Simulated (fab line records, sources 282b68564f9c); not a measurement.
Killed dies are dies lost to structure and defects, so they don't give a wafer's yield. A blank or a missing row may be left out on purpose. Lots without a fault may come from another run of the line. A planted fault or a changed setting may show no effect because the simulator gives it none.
A struck lot beside a sound one | flow rit_cmos | 18 steps out of a route of 202
Sound: wafers L153.1, L153.3, L153.4. Struck: wafers L157.1, L157.5, L157.6. The cause comes at the end.
At each step with rows: each side's tool, then ch and its chambers, then its first start. Under that, the readings that differ: sound wafers | struck wafers | difference of the means | sigmas: that difference in standard deviations of wafers without a fault.
alike: readings whose means differ by less than 2 such deviations, and words and numbers that are the same on both sides. not compared: withheld readings, readings that some wafer has no value for, bounds like >300 that may hide the same value, and numbers for which the record gives no deviation and whose values overlap.
The two part at a step that has a row with sigmas, a row that says differs or no value, or rows on one side only. Numbers that don't overlap but have no deviation are shown without sigmas and don't part them. A reading that every wafer of one side lacks parts them only if that side has two wafers or more.

first, 4 steps without rows for these wafers: RIT_PSD_SOFTBAKE_02 (time 60 s); RIT_PSD_EXPOSE_03 (exposes mask M10, target cd 40900 nm); RIT_PSD_PEB_04; RIT_PSD_DEVELOP_05 (develop time 50 s).
RIT_PSD_OVL_MEAS_06:
  sound on overlay-02, day 4 01:20; struck on overlay-02, day 4 21:25
  alike: PSD_OVL
then, 2 steps without rows for these wafers: RIT_PSD_HARDBAKE_07 (time 60 s); RIT_PSD_IMPLANT_08.
RIT_PSD_STRIP_09: strips in O2, time 180 s.
  sound on plasma_asher-04 ch 0,1, day 4 01:40; struck on plasma_asher-03 ch 0,1, day 4 21:46
  alike: chamber_pressure_mTorr, drypump_motor_current_A
  not compared: rf_hours_counter_h
RIT_PSD_TW_MEAS_10:
  sound on film_metro-04, day 4 01:50; struck on film_metro-01, day 4 21:56
  alike: PSD_TW
then, 3 steps without rows for these wafers: RIT_SDANNEAL_CLEAN_00 (cleans in SC1, time 600 s); RIT_SDANNEAL_CLEAN_01 (cleans in dHF, time 30 s); RIT_SDANNEAL_CLEAN_02 (cleans in SC2, time 600 s).
RIT_SDANNEAL_RTA_03: time 5 s.
  sound on rtp_anneal-01 ch 0, day 4 02:17; struck on rtp_anneal-01 ch 0, day 4 22:22
  reading          | sound                | struck               | difference | sigmas
  wafer_temp_C_max | 1052.3 1052.5 1053.5 | 1045.1 1047.2 1046.1 | -6.6       | -6
RIT_SDANNEAL_RS_MEAS_04: measures by four-point-probe.
  sound on film_metro-04, day 4 02:20; struck on film_metro-03, day 4 22:25
  reading         | sound                | struck               | difference | sigmas
  PSD_RS (ohm/sq) | 116.23 116.03 115.28 | 121.67 121.66 121.50 | +5.76      | +20
RIT_SDANNEAL_RS_MEAS_05: measures by four-point-probe.
  sound on film_metro-04, day 4 02:28; struck on film_metro-03, day 4 22:32
  reading         | sound          | struck         | difference | sigmas
  NSD_RS (ohm/sq) | 84.1 84.2 84.2 | 85.3 85.1 85.2 | +1.0       | +3
RIT_SDANNEAL_RS_MEAS_06: measures by four-point-probe.
  sound on film_metro-04, day 4 02:35; struck on film_metro-03, day 4 22:40
  reading          | sound             | struck            | difference | sigmas
  PLDD_RS (ohm/sq) | 179.2 178.8 178.1 | 183.1 183.1 183.8 | +4.6       | +9
RIT_SDANNEAL_RS_MEAS_07: measures by four-point-probe.
  sound on film_metro-04, day 4 02:42; struck on film_metro-03, day 4 22:47
  alike: NLDD_RS
RIT_M1_PROBE_99:
  sound on prober-02, day 4 09:35; struck on prober-02, day 5 05:54
  reading                                 | sound             | struck               | difference | sigmas
  model.etest.contact_pplus.end_ohm_um    | 44.95 45.16 44.94 | 48.44 46.97 47.81    | +2.72      |
  model.etest.contact_nplus.end_ohm_um    | 42.3 42.83 41.25  | 40.24 39.54 40.38    | -2.07      |
  model.etest.vpnp.gain                   | 1.016 1.008 1.026 | 0.9194 0.9201 0.9489 | -0.0872    |
  model.etest.diode_pplus_comb.cj_ff_um2  | 2.028 2.036 2.041 | 1.983 1.99 1.979     | -0.051     |
  model.etest.diode_pplus_nwell.cj_ff_um2 | 1.721 1.75 1.738  | 1.677 1.692 1.658    | -0.061     |
  alike: killed_at_front_end, killed_dies, killed_open, killed_short
  not compared: model.etest.nmos_0p15.junction_log10_a_um, model.etest.pmos_0p15.junction_log10_a_um

WHERE THEY PART
First at RIT_SDANNEAL_RTA_03; last, within this record, at RIT_SDANNEAL_RS_MEAS_06. Later steps at which nothing parts them and some readings are alike: RIT_SDANNEAL_RS_MEAS_07, RIT_M1_PROBE_99.

WHY: what the simulator had put in
Process parameter drift: rtp_anneal-01, from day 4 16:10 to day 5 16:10, at RIT_SDANNEAL_RTA_03. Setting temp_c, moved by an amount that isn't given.
